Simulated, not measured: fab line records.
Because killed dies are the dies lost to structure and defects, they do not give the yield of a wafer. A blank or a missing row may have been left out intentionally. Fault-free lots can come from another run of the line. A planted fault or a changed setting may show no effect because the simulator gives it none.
Split-lot experiment | flow berkeley-cmos170 | on a route of 331 steps: 5 lots, 23 wafers read

THE SPLIT
At UCB170_M3_EXPOSE_12 (exposes mask METAL3, target cd 700 nm), the setting dose-mj was moved away from the recipe's 26 on 9 of the 23 wafers read, by -6.7% to +3.2%. For the rest of the wafers, this setting stayed at what the recipe calls for.

FROM THE SPLIT TO THE READING: what the file shows between them, 6 steps
- UCB170_M3_PEB_13
- UCB170_M3_DEVELOP_14: develop time 45 s
- UCB170_M3_CD_MEAS_15: target cd 700 nm
- UCB170_M3_ETCH_17: etches BARC in N2/H2
- UCB170_M3_METAL_ETCH_18: etches Al in Cl2/BCl3, stops on SiO2, target depth 1170 nm, time 195 s
- UCB170_M3_STRIP_19: strips in O2

THE READING
cd-nm (nm) at UCB170_M3_CD_MEAS_90, where the cd target is 700 nm. Fault-free wafers of this fab line usually give 701 nm, standard deviation 5.3 nm.

wafer  | tool, chamber at the split | dose-mj as run | against the recipe | cd-nm, nm | against lot-mates on the recipe
L077.1 | krf-scanner-01, 0          | 26             | recipe             | 704       | -
L077.2 | krf-scanner-01, 0          | 26             | recipe             | 705       | -
L077.3 | krf-scanner-01, 0          | 26.51          | +2.0%              | 700       | -4
L077.5 | krf-scanner-01, 0          | 26.51          | +2.0%              | 703       | -2
L077.6 | krf-scanner-01, 0          | 26.51          | +2.0%              | 700       | -4
L079.1 | krf-scanner-02, 0          | 26             | recipe             | 706       | -
L079.2 | krf-scanner-02, 0          | 25.37          | -2.4%              | 711       | +5
L079.3 | krf-scanner-02, 0          | 26             | recipe             | 707       | -
L079.5 | krf-scanner-02, 0          | 26             | recipe             | 706       | -
L079.6 | krf-scanner-02, 0          | 25.37          | -2.4%              | 709       | +3
L080.1 | krf-scanner-01, 0          | 24.25          | -6.7%              | 711       | +20
L080.2 | krf-scanner-01, 0          | 26             | recipe             | 691       | -
L080.3 | krf-scanner-01, 0          | 26             | recipe             | 691       | -
L080.5 | krf-scanner-01, 0          | 26             | recipe             | 691       | -
L080.6 | krf-scanner-01, 0          | 24.25          | -6.7%              | 707       | +16
L085.2 | krf-scanner-02, 0          | 26             | recipe             | 702       | -
L085.5 | krf-scanner-02, 0          | 26             | recipe             | 699       | -
L085.6 | krf-scanner-02, 0          | 26             | recipe             | 698       | -
L084.1 | krf-scanner-01, 0          | 26.83          | +3.2%              | 702       | -1
L084.3 | krf-scanner-01, 0          | 26.83          | +3.2%              | 700       | -3
L084.4 | krf-scanner-01, 0          | 26             | recipe             | 703       | -
L084.5 | krf-scanner-01, 0          | 26             | recipe             | 706       | -
L084.6 | krf-scanner-01, 0          | 26             | recipe             | 699       | -

THE FIT
A straight line over all 23 wafers: cd-nm changes by -1.08 nm for each +1% of dose-mj; r = -0.46; the points scatter about the line by 5.2 nm.
The same after taking each lot's own level away (the mean of its wafers on the recipe; 23 wafers): -2.14 nm for each +1%; r = -0.91; scatter 2.4 nm.
On that fit, the largest move of dose-mj shifts the reading by 14 nm.
Measured against the standard deviation above, the lots' own levels, which go from 691.0 to 706.3 nm, span 2.9 times it.
So the lot-to-lot level blurs the effect unless lot-mates are compared.
Check: for one of the wafers moved furthest among these (-6.7%), held out of the fit, the line's prediction against its lot-mates is +12.4 nm. Against them it came out at +20 nm.

FURTHER SPLITS ON THESE WAFERS
Before the reading, these wafers also passed through other splits. Each is held against what the fit with the lots' levels taken away leaves over:
other split on the same wafers | wafers away from the commonest value | r with cd-nm (lot level and that fit taken away)
UCB170_M3_SPUTTER_01 power-w   | 7                                    | -0.34

THE WHOLE CHAIN: every reading that the file lists as answering this split, in the file's order
step                    | what it does                                                           | reading                                                   | change (the file's fit)              | r (the file's)
UCB170_M3_CD_MEAS_15    | target cd 700 nm                                                       | cd-nm                                                     | -1.71 nm for each +1% of the setting | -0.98
UCB170_M3_ETCH_17       | etches BARC in N2/H2                                                   | M3.cd-nm (the simulator's own value, which no gauge read) | -1.7 nm for each +1% of the setting  | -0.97
UCB170_M3_METAL_ETCH_18 | etches Al in Cl2/BCl3, stops on SiO2, target depth 1170 nm, time 195 s | M3.cd-nm (the simulator's own value, which no gauge read) | -2.17 nm for each +1% of the setting | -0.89
UCB170_M3_CD_MEAS_90    | target cd 700 nm                                                       | cd-nm                                                     | -2.17 nm for each +1% of the setting | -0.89

THE FILE'S OWN FIT
cd-nm changes by -2.17 nm for each +1% of dose-mj, r = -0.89.
